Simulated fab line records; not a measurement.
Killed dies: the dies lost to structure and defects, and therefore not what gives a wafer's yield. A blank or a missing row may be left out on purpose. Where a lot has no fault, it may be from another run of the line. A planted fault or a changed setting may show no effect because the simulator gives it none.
fab line records	flow rit-cmos
record lots=16	wafers=48	last-day=8
route steps=202 shown NWELL@31 M1@185
lots that met no fault: taken from a fault-free run of the same line
start-h: hours from the record's opening day to when the first of the lot's shown wafers began	wait-h: hours since the lot's step before	" identical to the entry in the row above	L1.1+2: a row that stands for several wafers	- value missing, or start not given	* or withheld: withheld	< > ~ a bound
route shown NAME@n: a module of which the file shows steps, and the number in the route of the first	usual: average and standard deviation across the fault-free wafers	same: alike in all rows	chamber/n: place in a boat	sites: the reading at each site	_std_site: the standard deviation of these	_edge_site: mean of outer sites minus mean of inner sites	radius-mm: for every site, how far away it sits from the centre of the wafer	mask NAME#n: copy n	behind: the last tool/chamber to shape the wafer	hold: reason for holding the lot/hours on hold/outcome of the hold	device: the transistor (n, p or np) that didn't switch	end of line: the tests these same wafers got at the end of their route	a step without rows: its recipe alone	killed: not the wafer's yield, but the dies lost to structure and defects at the first sort	map: the dies of a wafer, with x for killed, . for not killed, _ for no die there
set.NAME: the setting that was run; set.NAME@STEP: the one run at that earlier step	model.NAME: the simulator's own value behind a step, which no gauge read
route steps across a sampled set of lots; one table per step, one row per wafer
services: from which hour (start-h, from the record's first day; less than 0 if before it) a tool's chamber was out of use, for how many hours, and why
## steps
# step RIT_NWELL_EXPOSE_03
# recipe mask-id=M2	na=0.57	target-cd-nm=43900	dose-mj=250
lot.wafer	tool	chamber	start-h	wait-h	mask
L588.1+4+5	iline-stepper-01	0	22.56	0.1	M2#0
L589.1+2+4	iline-stepper-01	0	26.44	0.1	M2#0
L590.2+3+4	iline-stepper-01	0	32.32	0.1	M2#0
L592.1+3+6	iline-stepper-01	0	40.50	0.1	M2#0
L593.3+4+5	iline-stepper-01	0	48.42	0.1	M2#0
L594.3+4+6	iline-stepper-02	0	52.03	0.2	M2#0
L595.1+2+5	iline-stepper-01	0	56.73	0.2	M2#0
L596.1+5+6	iline-stepper-01	0	65.55	0.1	M2#0
L598.1+4+6	iline-stepper-01	0	70.27	0.1	M2#0
L601.4+5+6	iline-stepper-01	0	92.64	0.2	M2#0
L602.2+3+4	iline-stepper-02	0	99.11	0.2	M2#0
L603.1+3+5	iline-stepper-01	0	102.38	0.2	M2#0
L604.1+2+4	iline-stepper-01	0	108.16	0.1	M2#0
L606.3+5+6	iline-stepper-01	0	125.24	0.2	M2#0
L608.2+5+6	iline-stepper-02	0	126.78	0.2	M2#0
L610.4+5+6	iline-stepper-02	0	137.79	0.2	M2#0
# step RIT_NWELL_OVL_MEAS_06
# usual NWELL_OVL=-1.2/1.4
lot.wafer	tool	chamber	start-h	wait-h	hold	NWELL_OVL[nm]
L588.1	overlay-01	-	22.99	-	-	-0.5
L588.4	"	-	"	"	-	0.2
L588.5	"	-	"	"	-	-1.1
L589.1	overlay-02	-	26.87	-	-	-2.7
L589.2	"	-	"	"	-	-1.5
L589.4	"	-	"	"	-	-2.8
L590.2	overlay-01	-	32.74	-	-	-0.4
L590.3	"	-	"	"	-	-2.9
L590.4	"	-	"	"	-	-2.2
L592.1	overlay-01	-	40.93	-	-	-2.0
L592.3	"	-	"	"	-	-2.2
L592.6	"	-	"	"	-	-2.8
L593.3	overlay-02	-	48.82	-	-	1.2
L593.4	"	-	"	"	-	0.7
L593.5	"	-	"	"	-	0.2
L594.3	overlay-02	-	52.43	-	-	-0.9
L594.4	"	-	"	"	-	0.6
L594.6	"	-	"	"	-	-0.3
L595.1	overlay-01	-	57.16	-	-	-2.6
L595.2	"	-	"	"	-	-1.9
L595.5	"	-	"	"	-	-1.2
L596.1	overlay-02	-	65.98	-	-	-1.5
L596.5	"	-	"	"	-	-1.1
L596.6	"	-	"	"	-	-3.6
L598.1	overlay-01	-	70.85	-	-	-0.4
L598.4	"	-	"	"	-	-0.3
L598.6	"	-	"	"	-	0.4
L601.4	overlay-01	-	93.03	-	await-dispo/0.2h/release	-
L601.5	"	-	"	"	await-dispo/0.2h/release	-
L601.6	"	-	"	"	await-dispo/0.2h/release	-
L601.4	overlay-01	-	93.23	0.2	-	-
L601.5	"	-	"	"	-	-
L601.6	"	-	"	"	-	-
L602.2	overlay-01	-	99.53	-	-	-3.0
L602.3	"	-	"	"	-	-2.7
L602.4	"	-	"	"	-	-3.0
L603.1	overlay-02	-	102.81	-	await-dispo/0.2h/release	-
L603.3	"	-	"	"	await-dispo/0.2h/release	-
L603.5	"	-	"	"	await-dispo/0.2h/release	-
L603.1	overlay-02	-	103.01	0.2	-	-
L603.3	"	-	"	"	-	-
L603.5	"	-	"	"	-	-
L604.1	overlay-01	-	108.59	-	await-dispo/0.2h/release	-
L604.2	"	-	"	"	await-dispo/0.2h/release	-
L604.4	"	-	"	"	await-dispo/0.2h/release	-
L604.1	overlay-01	-	108.79	0.2	-	-
L604.2	"	-	"	"	-	-
L604.4	"	-	"	"	-	-
L606.3	overlay-01	-	125.64	-	await-dispo/0.2h/release	-
L606.5	"	-	"	"	await-dispo/0.2h/release	-
L606.6	"	-	"	"	await-dispo/0.2h/release	-
L606.3	overlay-01	-	125.84	0.2	-	-
L606.5	"	-	"	"	-	-
L606.6	"	-	"	"	-	-
L608.2	overlay-01	-	127.41	-	-	-2.2
L608.5	"	-	"	"	-	-2.3
L608.6	"	-	"	"	-	-3.2
L610.4	overlay-02	-	138.37	-	-	-1.2
L610.5	"	-	"	"	-	-2.3
L610.6	"	-	"	"	-	-1.2
# step RIT_WELLDRIVE_RS_MEAS_01
# recipe thk-meas-gauge=four-point-probe
# usual NWELL_RS=277.8/0.8
lot.wafer	tool	chamber	start-h	wait-h	NWELL_RS[ohm/sq]
L588.1	film-metro-03	-	30.30	0.0	277.3
L588.4	"	-	"	"	277.7
L588.5	"	-	"	"	276.6
L589.1	film-metro-01	-	35.38	0.0	278.2
L589.2	"	-	"	"	278.8
L589.4	"	-	"	"	278.4
L590.2	film-metro-03	-	40.62	0.0	277.1
L590.3	"	-	"	"	277.1
L590.4	"	-	"	"	277.3
L592.1	film-metro-01	-	48.95	0.0	277.6
L592.3	"	-	"	"	278.8
L592.6	"	-	"	"	279.1
L593.3	film-metro-03	-	56.31	0.0	277.3
L593.4	"	-	"	"	276.9
L593.5	"	-	"	"	276.9
L594.3	film-metro-01	-	60.59	0.0	278.7
L594.4	"	-	"	"	277.8
L594.6	"	-	"	"	277.7
L595.1	film-metro-04	-	65.63	0.0	277.8
L595.2	"	-	"	"	278.1
L595.5	"	-	"	"	277.3
L596.1	film-metro-01	-	73.91	0.0	277.5
L596.5	"	-	"	"	277.6
L596.6	"	-	"	"	278.5
L598.1	film-metro-01	-	79.24	0.2	279.0
L598.4	"	-	"	"	278.9
L598.6	"	-	"	"	278.5
L602.2	film-metro-01	-	109.43	0.0	278.0
L602.3	"	-	"	"	278.6
L602.4	"	-	"	"	278.4
L608.2	film-metro-03	-	136.29	0.0	277.4
L608.5	"	-	"	"	277.1
L608.6	"	-	"	"	277.5
L610.4	film-metro-03	-	147.89	0.1	277.2
L610.5	"	-	"	"	276.4
L610.6	"	-	"	"	277.5
# step RIT_M1_RS_MEAS_01
# recipe thk-meas-gauge=four-point-probe	reads=Al_of_M1_SPUTTER_00
# usual M1_AL_RS=0.0733/0.00065
lot.wafer	tool	chamber	start-h	wait-h	M1_AL_RS[ohm/sq]
L588.1	film-metro-04	-	56.15	0.1	0.0737
L588.4	"	-	"	"	0.0721
L588.5	"	-	"	"	0.0723
L589.1	film-metro-01	-	63.03	0.1	0.0734
L589.2	"	-	"	"	0.0732
L589.4	"	-	"	"	0.0739
L590.2	film-metro-02	-	68.70	0.2	0.0736
L590.3	"	-	"	"	0.0728
L590.4	"	-	"	"	0.0733
L592.1	film-metro-02	-	75.66	0.1	0.0733
L592.3	"	-	"	"	0.0728
L592.6	"	-	"	"	0.0737
L593.3	film-metro-01	-	82.58	0.2	0.0731
L593.4	"	-	"	"	0.0731
L593.5	"	-	"	"	0.0735
L594.3	film-metro-01	-	86.39	0.2	0.0733
L594.4	"	-	"	"	0.0739
L594.6	"	-	"	"	0.0726
L595.1	film-metro-01	-	97.09	0.1	0.0743
L595.2	"	-	"	"	0.0741
L595.5	"	-	"	"	0.0738
L596.1	film-metro-01	-	102.91	0.1	0.0736
L596.5	"	-	"	"	0.0734
L596.6	"	-	"	"	0.0738
L598.1	film-metro-01	-	107.47	0.1	0.0729
L598.4	"	-	"	"	0.0732
L598.6	"	-	"	"	0.0719
L602.2	film-metro-02	-	145.77	0.2	0.0731
L602.3	"	-	"	"	0.0730
L602.4	"	-	"	"	0.0732
L608.2	film-metro-01	-	168.30	0.2	0.0731
L608.5	"	-	"	"	0.0735
L608.6	"	-	"	"	0.0729
L610.4	film-metro-01	-	175.99	0.2	0.0734
L610.5	"	-	"	"	0.0741
L610.6	"	-	"	"	0.0732
# step RIT_M1_STRIP_14
# recipe chemistry=O2	time-s=180	platen-temp-c=withheld	power-w=500	pressure-mtorr=4000	o2-flow-sccm=4000
# usual drypump-motor-current-A=5.8/0.59
lot.wafer	tool	chamber	start-h	wait-h	drypump-motor-current-A	rf-hours-counter-h
L588.1	plasma-asher-04	0	58.28	0.0	5.3	37
L588.4	"	0	"	"	5.3	-
L588.5	"	0	"	"	5.3	-
L589.1	plasma-asher-04	1	64.97	0.0	5.2	38
L589.2	"	0	"	"	5.3	38
L589.4	"	1	"	"	5.2	-
L590.2	plasma-asher-04	1	70.65	0.0	5.2	39
L590.3	"	0	"	"	5.3	-
L590.4	"	1	"	"	5.2	-
L592.1	plasma-asher-02	1	77.59	0.0	6.3	45
L592.3	"	1	"	"	6.3	-
L592.6	"	0	"	"	6.6	-
L593.3	plasma-asher-04	1	84.40	0.1	5.2	-
L593.4	"	0	"	"	5.3	-
L593.5	"	0	"	"	5.3	-
L594.3	plasma-asher-03	0	88.34	0.1	6.0	-
L594.4	"	1	"	"	6.4	-
L594.6	"	0	"	"	6.0	-
L595.1	plasma-asher-02	0	98.91	0.0	6.6	48
L595.2	"	1	"	"	6.3	48
L595.5	"	1	"	"	6.3	-
L596.1	plasma-asher-03	0	104.72	0.0	6.0	27
L596.5	"	0	"	"	6.0	-
L596.6	"	1	"	"	6.4	-
L598.1	plasma-asher-03	1	109.41	0.0	6.4	28
L598.4	"	0	"	"	6.0	-
L598.6	"	1	"	"	6.4	-
L602.2	plasma-asher-04	0	147.70	0.0	5.3	47
L602.3	"	1	"	"	5.2	-
L602.4	"	0	"	"	5.3	-
L608.2	plasma-asher-04	1	170.20	0.0	5.2	50
L608.5	"	1	"	"	5.2	-
L608.6	"	0	"	"	5.3	-
L610.4	plasma-asher-04	1	177.97	0.1	5.1	-
L610.5	"	1	"	"	5.2	-
L610.6	"	0	"	"	5.3	-
# step RIT_M1_PROBE_99
# usual defect-limited-yield=97.5/1.1	killed_at_M0_to_M3=0.0/0.12	killed-at-contacts=0.1/0.23	killed-at-front-end=6.6/2.9	killed-dies=6.7/3	killed-open=3.5/2.1	killed-short=3.2/1.8	sort_bin_3_pad_short=0.1/0.19	sort_bin_5_function=1.4/0.84	sort_bin_6_memory=1.0/0.67	sort-n-pass=257.3/3	sort-yield-pct=97.5/1.1
# same gross-dies=264	killed_at_M4_up=0	killed-at-back-side=0	killed-at-other=0
lot.wafer	tool	chamber	start-h	wait-h	defect-limited-yield[%]	killed_at_M0_to_M3	killed-at-contacts	killed-at-front-end	killed-dies	killed-open	killed-short	sort_bin_3_pad_short[%]	sort_bin_5_function[%]	sort_bin_6_memory[%]	sort-n-pass	sort-yield-pct[%]
L588.1	prober-02	-	61.20	0.1	97.0	0	0	8	8	4	4	0.4	2.3	0.4	256.0	97.0
L588.4	prober-02	-	61.35	0.2	97.3	0	0	7	7	2	5	0	1.5	1.1	257.0	97.3
L588.5	prober-02	-	61.40	0.2	97.3	0	0	7	7	3	4	0	1.5	1.1	257.0	97.3
L589.1	prober-01	-	66.89	0.1	95.8	0	1	10	11	5	6	0	3.0	1.1	253.0	95.8
L589.2	prober-01	-	66.94	0.1	96.2	0	0	10	10	3	7	0.4	1.5	1.9	254.0	96.2
L589.4	prober-01	-	67.04	0.2	96.6	0	0	9	9	3	6	0.4	2.3	0.8	255.0	96.6
L590.2	prober-02	-	72.61	0.1	99.6	0	0	1	1	0	1	0	0.4	0	263.0	99.6
L590.3	prober-02	-	72.66	0.2	97.0	0	0	8	8	4	4	0.4	1.9	0.8	256.0	97.0
L590.4	prober-02	-	72.71	0.2	98.5	0	0	4	4	2	2	0	1.1	0.4	260.0	98.5
L592.1	prober-01	-	79.51	0.1	95.8	0	0	11	11	6	5	0.4	2.3	1.5	253.0	95.8
L592.3	prober-01	-	79.61	0.2	96.6	1	0	8	9	6	3	0	1.9	1.5	255.0	96.6
L592.6	prober-01	-	79.76	0.2	96.2	0	0	10	10	5	5	0	2.3	1.5	254.0	96.2
L593.3	prober-02	-	86.36	0.2	97.3	0	0	7	7	5	2	0.4	1.5	0.8	257.0	97.3
L593.4	prober-02	-	86.41	0.2	98.9	0	0	3	3	1	2	0	1.1	0	261.0	98.9
L593.5	prober-02	-	86.46	0.2	98.1	0	0	5	5	3	2	0	1.1	0.8	259.0	98.1
L594.3	prober-01	-	90.29	0.2	98.1	0	0	5	5	2	3	0.4	0.8	0.8	259.0	98.1
L594.4	prober-01	-	90.34	0.2	97.0	0	0	8	8	7	1	0	1.5	1.5	256.0	97.0
L594.6	prober-01	-	90.44	0.2	95.8	0	0	11	11	4	7	0.8	1.5	1.9	253.0	95.8
L595.1	prober-02	-	100.83	0.1	96.2	0	0	10	10	8	2	0	1.5	2.3	254.0	96.2
L595.2	prober-02	-	100.88	0.1	98.1	0	0	5	5	4	1	0	0.4	1.5	259.0	98.1
L595.5	prober-02	-	101.03	0.2	98.1	0	0	5	5	3	2	0	0.8	1.1	259.0	98.1
L596.1	prober-02	-	106.64	0.1	96.2	0	0	10	10	4	6	0	0.8	3.0	254.0	96.2
L596.5	prober-02	-	106.84	0.2	95.8	0	0	11	11	4	7	0	3.4	0.8	253.0	95.8
L596.6	prober-02	-	106.89	0.2	95.1	0	0	13	13	7	6	0.4	1.9	2.7	251.0	95.1
L598.1	prober-02	-	112.51	0.1	97.7	0	0	6	6	0	6	0.4	1.1	0.8	258.0	97.7
L598.4	prober-02	-	112.66	0.2	97.3	0	0	7	7	2	5	0.4	1.1	1.1	257.0	97.3
L598.6	prober-02	-	112.76	0.2	98.5	0	0	4	4	0	4	0	1.5	0	260.0	98.5
L602.2	prober-01	-	150.23	0.1	95.5	0	0	12	12	5	7	0	2.7	1.9	252.0	95.5
L602.3	prober-01	-	150.28	0.2	97.7	0	0	6	6	5	1	0	0.8	1.5	258.0	97.7
L602.4	prober-01	-	150.33	0.2	96.2	0	0	10	10	2	8	0.4	1.9	1.5	254.0	96.2
L608.2	prober-01	-	172.71	0.1	97.3	0	0	7	7	4	3	0	2.3	0.4	257.0	97.3
L608.5	prober-01	-	172.86	0.2	97.3	0	0	7	7	2	5	0	2.3	0.4	257.0	97.3
L608.6	prober-01	-	172.91	0.2	97.0	0	0	8	8	3	5	0	2.3	0.8	256.0	97.0
L610.4	prober-01	-	179.98	0.2	98.5	0	0	4	4	3	1	0	0.8	0.8	260.0	98.5
L610.5	prober-01	-	180.03	0.2	98.1	0	0	5	5	2	3	0	0.8	1.1	259.0	98.1
L610.6	prober-01	-	180.08	0.2	97.3	0	0	7	7	3	4	0.4	1.5	0.8	257.0	97.3
# killed by level:class
L588.1 FOX1:geometric-particle:short=3 GATE:geometric-particle:open=3 FOX2:geometric-particle:open=1 SPACER:geometric-particle:short=1
L588.4 FOX2:geometric-particle:short=2 FOX1:geometric-particle:short=1 REOX:geometric-particle:short=1 SPACER:geometric-particle:short=1 SPACER:geometric-particle:open=1 SILICIDE:geometric-particle:open=1
L588.5 REOX:geometric-particle:short=2 SPACER:geometric-particle:open=2 SPACER:geometric-particle:short=1 SILICIDE:geometric-particle:open=1 SILICIDE:geometric-particle:short=1
L589.1 REOX:geometric-particle:short=3 REOX:geometric-particle:open=2 SILICIDE:geometric-particle:open=2 SILICIDE:geometric-particle:short=2 GATE:geometric-particle:short=1 CONTACT:geometric-particle:open=1
L589.2 GATE:geometric-particle:short=4 REOX:geometric-particle:short=2 REOX:geometric-particle:open=2 FOX1:geometric-particle:short=1 GATE:geometric-particle:open=1
L589.4 FOX1:geometric-particle:short=2 SPACER:geometric-particle:short=2 SILICIDE:geometric-particle:short=2 GATE:geometric-particle:open=1 SPACER:geometric-particle:open=1 SILICIDE:geometric-particle:open=1
L590.2 FOX1:geometric-particle:short=1
L590.3 SPACER:geometric-particle:open=3 GATE:geometric-particle:short=2 FOX2:geometric-particle:short=1 FOX2:geometric-particle:open=1 SPACER:geometric-particle:short=1
L590.4 FOX2:geometric-particle:open=1 FOX2:geometric-particle:short=1 GATE:geometric-particle:open=1 SPACER:geometric-particle:short=1
L592.1 SILICIDE:geometric-particle:open=3 SPACER:geometric-particle:open=2 FOX1:geometric-particle:short=1 FOX1:geometric-particle:open=1 FOX2:geometric-particle:short=1 GATE:geometric-particle:short=1 REOX:geometric-particle:short=1 SILICIDE:geometric-particle:short=1
L592.3 REOX:geometric-particle:open=2 SPACER:geometric-particle:open=2 SILICIDE:geometric-particle:open=2 GATE:geometric-particle:short=1 SPACER:geometric-particle:short=1 M1:geometric-particle:short=1
L592.6 GATE:geometric-particle:short=4 SPACER:geometric-particle:open=2 GATE:geometric-particle:open=1 REOX:geometric-particle:open=1 SPACER:geometric-particle:short=1 SILICIDE:geometric-particle:open=1
L593.3 GATE:geometric-particle:open=4 GATE:geometric-particle:short=1 REOX:geometric-particle:short=1 REOX:geometric-particle:open=1
L593.4 FOX2:geometric-particle:short=1 GATE:geometric-particle:short=1 GATE:geometric-particle:open=1
L593.5 FOX2:geometric-particle:open=1 GATE:geometric-particle:open=1 GATE:geometric-particle:short=1 REOX:geometric-particle:open=1 SPACER:geometric-particle:short=1
L594.3 FOX2:geometric-particle:open=1 FOX2:geometric-particle:short=1 REOX:geometric-particle:open=1 REOX:geometric-particle:short=1 SPACER:geometric-particle:short=1
L594.4 GATE:geometric-particle:open=3 FOX2:geometric-particle:open=1 REOX:geometric-particle:open=1 SPACER:geometric-particle:short=1 SPACER:geometric-particle:open=1 SILICIDE:geometric-particle:open=1
L594.6 SPACER:geometric-particle:short=4 REOX:geometric-particle:open=2 FOX2:geometric-particle:short=1 GATE:geometric-particle:open=1 REOX:geometric-particle:short=1 SILICIDE:geometric-particle:open=1 SILICIDE:geometric-particle:short=1
L595.1 GATE:geometric-particle:open=3 REOX:geometric-particle:open=3 ACTIVE:geometric-particle:open=1 FOX2:geometric-particle:open=1 GATE:geometric-particle:short=1 REOX:geometric-particle:short=1
L595.2 FOX2:geometric-particle:open=2 GATE:geometric-particle:open=1 SPACER:geometric-particle:open=1 SILICIDE:geometric-particle:short=1
L595.5 GATE:geometric-particle:open=3 FOX1:geometric-particle:short=1 SILICIDE:geometric-particle:short=1
L596.1 GATE:geometric-particle:short=3 GATE:geometric-particle:open=2 FOX1:geometric-particle:short=1 REOX:geometric-particle:open=1 REOX:geometric-particle:short=1 SPACER:geometric-particle:open=1 SPACER:geometric-particle:short=1
L596.5 GATE:geometric-particle:short=4 GATE:geometric-particle:open=4 SPACER:geometric-particle:short=3
L596.6 GATE:geometric-particle:short=5 REOX:geometric-particle:open=2 SPACER:geometric-particle:open=2 FOX1:geometric-particle:short=1 FOX2:geometric-particle:open=1 GATE:geometric-particle:open=1 SILICIDE:geometric-particle:open=1
L598.1 SPACER:geometric-particle:short=2 FOX1:geometric-particle:short=1 FOX2:geometric-particle:short=1 GATE:geometric-particle:short=1 SILICIDE:geometric-particle:short=1
L598.4 FOX1:geometric-particle:short=2 GATE:geometric-particle:short=2 SPACER:geometric-particle:open=2 SPACER:geometric-particle:short=1
L598.6 FOX1:geometric-particle:short=1 GATE:geometric-particle:short=1 REOX:geometric-particle:short=1 SPACER:geometric-particle:short=1
L602.2 GATE:geometric-particle:open=4 REOX:geometric-particle:short=3 SPACER:geometric-particle:short=2 FOX1:geometric-particle:open=1 GATE:geometric-particle:short=1 SILICIDE:geometric-particle:short=1
L602.3 GATE:geometric-particle:open=3 FOX1:geometric-particle:open=1 FOX1:geometric-particle:short=1 SILICIDE:geometric-particle:open=1
L602.4 REOX:geometric-particle:short=3 FOX2:geometric-particle:short=2 FOX1:geometric-particle:open=1 FOX1:geometric-particle:short=1 GATE:geometric-particle:short=1 GATE:geometric-particle:open=1 SPACER:geometric-particle:short=1
L608.2 FOX2:geometric-particle:short=2 FOX1:geometric-particle:open=1 FOX2:geometric-particle:open=1 REOX:geometric-particle:open=1 SPACER:geometric-particle:open=1 SILICIDE:geometric-particle:short=1
L608.5 GATE:geometric-particle:short=2 ACTIVE:geometric-particle:open=1 FOX1:geometric-particle:open=1 FOX1:geometric-particle:short=1 FOX2:geometric-particle:short=1 REOX:geometric-particle:short=1
L608.6 GATE:geometric-particle:open=2 GATE:geometric-particle:short=2 REOX:geometric-particle:short=2 FOX1:geometric-particle:short=1 FOX1:geometric-particle:open=1
L610.4 GATE:geometric-particle:short=1 GATE:geometric-particle:open=1 SPACER:geometric-particle:open=1 SILICIDE:geometric-particle:open=1
L610.5 SPACER:geometric-particle:short=2 GATE:geometric-particle:open=1 GATE:geometric-particle:short=1 SPACER:geometric-particle:open=1
L610.6 GATE:geometric-particle:short=2 SPACER:geometric-particle:open=2 GATE:geometric-particle:open=1 REOX:geometric-particle:short=1 SILICIDE:geometric-particle:short=1
## services
tool	chamber	start-h	hours	kind
plasma-asher-02	-	39.68	0.8	repair
plasma-asher-03	-	42.53	45.4	repair
iline-stepper-01	-	57.30	1.7	pm
plasma-asher-02	-	111.76	0.5	repair
plasma-asher-02	-	127.91	2.8	pm
iline-stepper-01	-	172.51	4.4	pm
## key
first-sign step=RIT_NWELL_OVL_MEAS_06	reading=visit	direction=added
effect step=RIT_NWELL_OVL_MEAS_06	reading=hold	direction=added
met-at RIT_NWELL_EXPOSE_03
struck-lots L601,L603,L604,L606
scrapped-behind RIT_NWELL_OVL_MEAS_06 L601.4,L601.5,L601.6,L603.1,L603.3,L603.5,L604.1,L604.2,L604.4,L606.3,L606.5,L606.6
not-acting-at RIT_WELLDRIVE_RS_MEAS_01,RIT_M1_RS_MEAS_01,RIT_M1_STRIP_14
onset-between 70.27 92.64
fault kind=scanner-matching-overlay	tool=iline-stepper-01	chamber=-	onset-h=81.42	steps=RIT_NWELL_EXPOSE_03	offset=5132.9
